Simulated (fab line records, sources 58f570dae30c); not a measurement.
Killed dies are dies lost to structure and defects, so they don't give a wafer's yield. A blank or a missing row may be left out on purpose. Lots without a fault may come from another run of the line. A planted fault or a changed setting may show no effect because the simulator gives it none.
A struck lot beside a sound one | flow berkeley_cmos170 | 15 steps out of a route of 331
Sound: wafers L915.1, L915.2, L915.3. Struck: wafers L911.3, L911.4, L911.5. The cause comes at the end.
At each step with rows: each side's tool, then ch and its chambers, then its first start. Under that, the readings that differ: sound wafers | struck wafers | difference of the means | sigmas: that difference in standard deviations of wafers without a fault.
alike: readings whose means differ by less than 2 such deviations, and words and numbers that are the same on both sides. not compared: withheld readings, readings that some wafer has no value for, bounds like >300 that may hide the same value, and numbers for which the record gives no deviation and whose values overlap.
The two part at a step that has a row with sigmas, a row that says differs or no value, or rows on one side only. Numbers that don't overlap but have no deviation are shown without sigmas and don't part them. A reading that every wafer of one side lacks parts them only if that side has two wafers or more.

first, 4 steps without rows for these wafers: UCB170_PFIELD_SOFTBAKE_02 (time 60 s); UCB170_PFIELD_EXPOSE_03 (exposes mask PFIELD, target cd 1500 nm); UCB170_PFIELD_PEB_04; UCB170_PFIELD_DEVELOP_05 (develop time 45 s).
UCB170_PFIELD_OVL_MEAS_06:
  sound on overlay-02, day 8 21:50; struck on overlay-01, day 7 21:10
  alike: PFIELD_OVL
then, 1 step without rows for these wafers: UCB170_PFIELD_IMPLANT_07.
UCB170_PFIELD_STRIP_08: strips in O2.
  sound on plasma_asher-03 ch 0,1, day 8 22:01; struck on plasma_asher-02 ch 0,1, day 7 21:22
  alike: drypump_motor_current_A, oes_product_au, strip_time_to_endpoint_s
  not compared: rf_hours_counter_h
UCB170_PFIELD_TW_MEAS_09:
  sound on film_metro-03, day 8 22:07; struck on film_metro-01, day 7 21:28
  alike: PFIELD_TW
then, 2 steps without rows for these wafers: UCB170_FIELD_CLEAN_00 (cleans in dHF, time 7.5 s); UCB170_FIELD_OXIDATION_01 (target thk 558.3 nm, ox time 7200 s).
UCB170_FIELD_THK_MEAS_02:
  sound on film_metro-01, day 9 05:56; struck on film_metro-03, day 8 03:12
  alike: FIELD_OXIDE_THK
then, 1 step without rows for these wafers: UCB170_FIELD_ANNEAL_03 (time 1200 s).
UCB170_FIELD_WET_ETCH_04: etches SiO2 in dHF, time 60 s.
  sound on wet_bench-02 ch 2, day 9 11:32; struck on wet_bench-03 ch 2, day 8 09:53
  no value came back on the struck wafers for bath_heat_duty_pct (%), run_length_s (s); on the sound wafers bath_heat_duty_pct (%) reads 6.2 4.5 6.0
  reading                                      | sound           | struck            | difference | sigmas
  model.SiO2_of_FIELD_OXIDATION_01.thk_nm (nm) | 503 505.9 499.6 | 536.9 545.2 552.4 | +42.0      |
then, 1 step without rows for these wafers: UCB170_FIELD_WET_ETCH_05 (etches Si3N4 in H3PO4, time 12600 s).
UCB170_FIELD_WET_ETCH_06: etches SiO2 in BOE, time 22 s.
  sound on wet_bench-02 ch 2, day 9 15:04; struck on wet_bench-04 ch 2, day 8 14:05
  reading                                      | sound             | struck            | difference | sigmas
  run_length_s (s)                             | 53.2 53.2 53.2    | 47.7 47.7 47.7    | -5.5       | -2
  model.SiO2_of_FIELD_OXIDATION_01.thk_nm (nm) | 419.1 421.9 415.6 | 452.8 461.4 468.8 | +42.1      |
  alike: bath_heat_duty_pct

WHERE THEY PART
First at UCB170_FIELD_WET_ETCH_04; last, within this record, at UCB170_FIELD_WET_ETCH_06.

WHY: what the simulator had put in
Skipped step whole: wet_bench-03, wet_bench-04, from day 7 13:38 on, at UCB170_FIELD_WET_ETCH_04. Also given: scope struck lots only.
